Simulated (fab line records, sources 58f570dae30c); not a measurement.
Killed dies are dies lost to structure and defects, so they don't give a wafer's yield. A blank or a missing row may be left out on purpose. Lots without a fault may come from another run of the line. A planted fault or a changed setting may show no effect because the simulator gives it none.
A struck lot beside a sound one | flow berkeley_cmos170 | 22 steps out of a route of 331
Sound: wafers L991.4, L991.5, L991.6. Struck: wafers L107.3, L107.5, L107.6. The cause comes at the end.
At each step with rows: each side's tool, then ch and its chambers, then its first start. Under that, the readings that differ: sound wafers | struck wafers | difference of the means | sigmas: that difference in standard deviations of wafers without a fault.
alike: readings whose means differ by less than 2 such deviations, and words and numbers that are the same on both sides. not compared: withheld readings, readings that some wafer has no value for, bounds like >300 that may hide the same value, and numbers for which the record gives no deviation and whose values overlap.
The two part at a step that has a row with sigmas, a row that says differs or no value, or rows on one side only. Numbers that don't overlap but have no deviation are shown without sigmas and don't part them. A reading that every wafer of one side lacks parts them only if that side has two wafers or more.

first, 3 steps without rows for these wafers: UCB170_FIELD_WET_ETCH_04 (etches SiO2 in dHF, time 60 s); UCB170_FIELD_WET_ETCH_05 (etches Si3N4 in H3PO4, time 12600 s); UCB170_FIELD_WET_ETCH_06 (etches SiO2 in BOE, time 22 s).
UCB170_FIELD_THK_MEAS_90:
  sound on film_metro-01, day 5 11:44; struck on film_metro-01, day 8 22:11
  alike: FIELD_OXIDE_LEFT_1_THK
then, 2 steps without rows for these wafers: UCB170_SACOX_CLEAN_00 (cleans in dHF, time 7.5 s); UCB170_SACOX_OXIDATION_01 (target thk 14.4 nm, ox time 2400 s).
UCB170_SACOX_THK_MEAS_02:
  sound on film_metro-02, day 5 15:06; struck on film_metro-02, day 9 05:25
  alike: SACOX_OXIDE_THK
then, 2 steps without rows for these wafers: UCB170_SCREENOX_WET_ETCH_00 (etches SiO2 in dHF, time 200 s); UCB170_SCREENOX_OXIDATION_01 (target thk 14.4 nm, ox time 2400 s).
UCB170_SCREENOX_THK_MEAS_02:
  sound on film_metro-02, day 5 17:14; struck on film_metro-04, day 9 08:41
  alike: SCREENOX_OXIDE_THK
then, 2 steps without rows for these wafers: UCB170_SCREENOX_ANNEAL_03 (time 900 s); UCB170_NVT_HMDS_00 (prime time 60 s).
UCB170_NVT_COAT_01: resist thk 900 nm.
  sound on litho_track-01 ch 0, day 5 22:27; struck on litho_track-01 ch 0, day 9 15:07
  reading                              | sound             | struck            | difference | sigmas
  model.KrF_of_NVT_COAT_01.thk_nm (nm) | 897.7 899.9 898.5 | 773.3 773.6 773.6 | -125.2     |
  alike: chill_plate_temp_C
then, 3 steps without rows for these wafers: UCB170_NVT_SOFTBAKE_02 (time 60 s); UCB170_NVT_EXPOSE_03 (exposes mask PWELL, target cd 3000 nm); UCB170_NVT_PEB_04.
UCB170_NVT_DEVELOP_05: develop time 45 s.
  sound on litho_track-01 ch 0; struck on litho_track-04 ch 0
  reading                              | sound             | struck            | difference | sigmas
  model.KrF_of_NVT_COAT_01.thk_nm (nm) | 883.5 885.7 884.3 | 759.1 759.4 759.4 | -125.2     |
  alike: chill_plate_temp_C
UCB170_NVT_OVL_MEAS_06:
  sound on overlay-02, day 5 23:52; struck on overlay-01, day 9 15:56
  alike: NVT_OVL
then, 1 step without rows for these wafers: UCB170_NVT_IMPLANT_07.
UCB170_NVT_STRIP_08: strips in O2.
  sound on plasma_asher-01 ch 0,1, day 6 00:04; struck on plasma_asher-01 ch 0,1, day 9 16:08
  reading                      | sound             | struck            | difference | sigmas
  strip_time_to_endpoint_s (s) | 21.58 21.63 21.60 | 18.59 18.60 18.60 | -3.01      | -48
  alike: drypump_motor_current_A, oes_product_au
  not compared: rf_hours_counter_h
UCB170_NVT_TW_MEAS_09:
  sound on film_metro-03, day 6 00:10; struck on film_metro-01, day 9 16:14
  alike: NVT_TW
then, 1 step without rows for these wafers: UCB170_M3_PROBE_99.

WHERE THEY PART
Only at UCB170_NVT_STRIP_08, within this record. Later steps at which nothing parts them and some readings are alike: UCB170_NVT_TW_MEAS_09.

WHY: what the simulator had put in
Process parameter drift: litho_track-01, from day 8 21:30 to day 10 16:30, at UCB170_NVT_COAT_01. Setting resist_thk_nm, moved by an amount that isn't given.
